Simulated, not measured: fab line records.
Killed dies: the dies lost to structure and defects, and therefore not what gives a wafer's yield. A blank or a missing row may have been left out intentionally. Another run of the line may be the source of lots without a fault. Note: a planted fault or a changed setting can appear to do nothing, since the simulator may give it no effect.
Lot-split experiment -- flow berkeleyCmos170 -- on a route of 331 steps: 5 lots, 23 wafers read

THE SPLIT ITSELF
At UCB170_PWELL_CVD_05 (deposits Si3N4 from SiH2Cl2/NH3, target thk 220 nm, time 3300 s), the setting sih2cl2FlowSccm was moved away from the recipe's 25 sccm on 10 of the 23 wafers read, by +10.9% to +14.4%. All remaining wafers had this setting at the recipe value.

The reading comes from the split's own step.

THE READING
Si3N4_of_PWELL_CVD_05.thkNm (the simulator's own value, which no gauge read), in nm, at UCB170_PWELL_CVD_05 (deposits Si3N4 from SiH2Cl2/NH3, target thk 220 nm, time 3300 s). There is no usual value for it anywhere in the file. Across the 13 wafers here that went through the recipe, the average is 219.3 nm and the standard deviation 1.8 nm.

wafer,"tool, chamber at the split","sih2cl2FlowSccm as run, sccm",against the recipe,"Si3N4_of_PWELL_CVD_05.thkNm, nm",against lot-mates on the recipe
L074.1,"-, -",25,recipe,220.4,-
L074.2,"-, -",25,recipe,221.4,-
L074.6,"-, -",25,recipe,221.4,-
L074.4,"-, -",25,recipe,219.6,-
L074.5,"-, -",25,recipe,221.5,-
L076.1,"-, -",28.59,+14.4%,225.8,no lot-mate on the recipe
L076.2,"-, -",28.59,+14.4%,227.4,no lot-mate on the recipe
L076.3,"-, -",28.59,+14.4%,228.2,no lot-mate on the recipe
L076.4,"-, -",28.59,+14.4%,228.1,no lot-mate on the recipe
L076.6,"-, -",28.59,+14.4%,228.7,no lot-mate on the recipe
L081.1,"-, -",25,recipe,216.8,-
L081.2,"-, -",25,recipe,217.4,-
L081.3,"-, -",25,recipe,217.1,-
L081.5,"-, -",25,recipe,216.3,-
L081.6,"-, -",25,recipe,218.8,-
L082.1,"lpcvd-01, 1",25,recipe,220.3,-
L082.2,"lpcvd-01, 1",25,recipe,218.7,-
L082.4,"lpcvd-01, 1",25,recipe,220.6,-
L084.1,"-, -",27.73,+10.9%,225.3,no lot-mate on the recipe
L084.4,"-, -",27.73,+10.9%,225.3,no lot-mate on the recipe
L084.3,"-, -",27.73,+10.9%,227.6,no lot-mate on the recipe
L084.5,"-, -",27.73,+10.9%,224.8,no lot-mate on the recipe
L084.6,"-, -",27.73,+10.9%,226.6,no lot-mate on the recipe

FIT RESULTS
A straight line over all 23 wafers: Si3N4_of_PWELL_CVD_05.thkNm changes by +0.592 nm for each +1% of sih2cl2FlowSccm; r = +0.93; the points scatter about the line by 1.6 nm.
Too few moved wafers have a lot-mate on the recipe to fit a line with each lot's own level taken away.

THE FILE'S OWN FIT
Si3N4_of_PWELL_CVD_05.thkNm changes by +0.592 nm for each +1% of sih2cl2FlowSccm, r = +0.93.
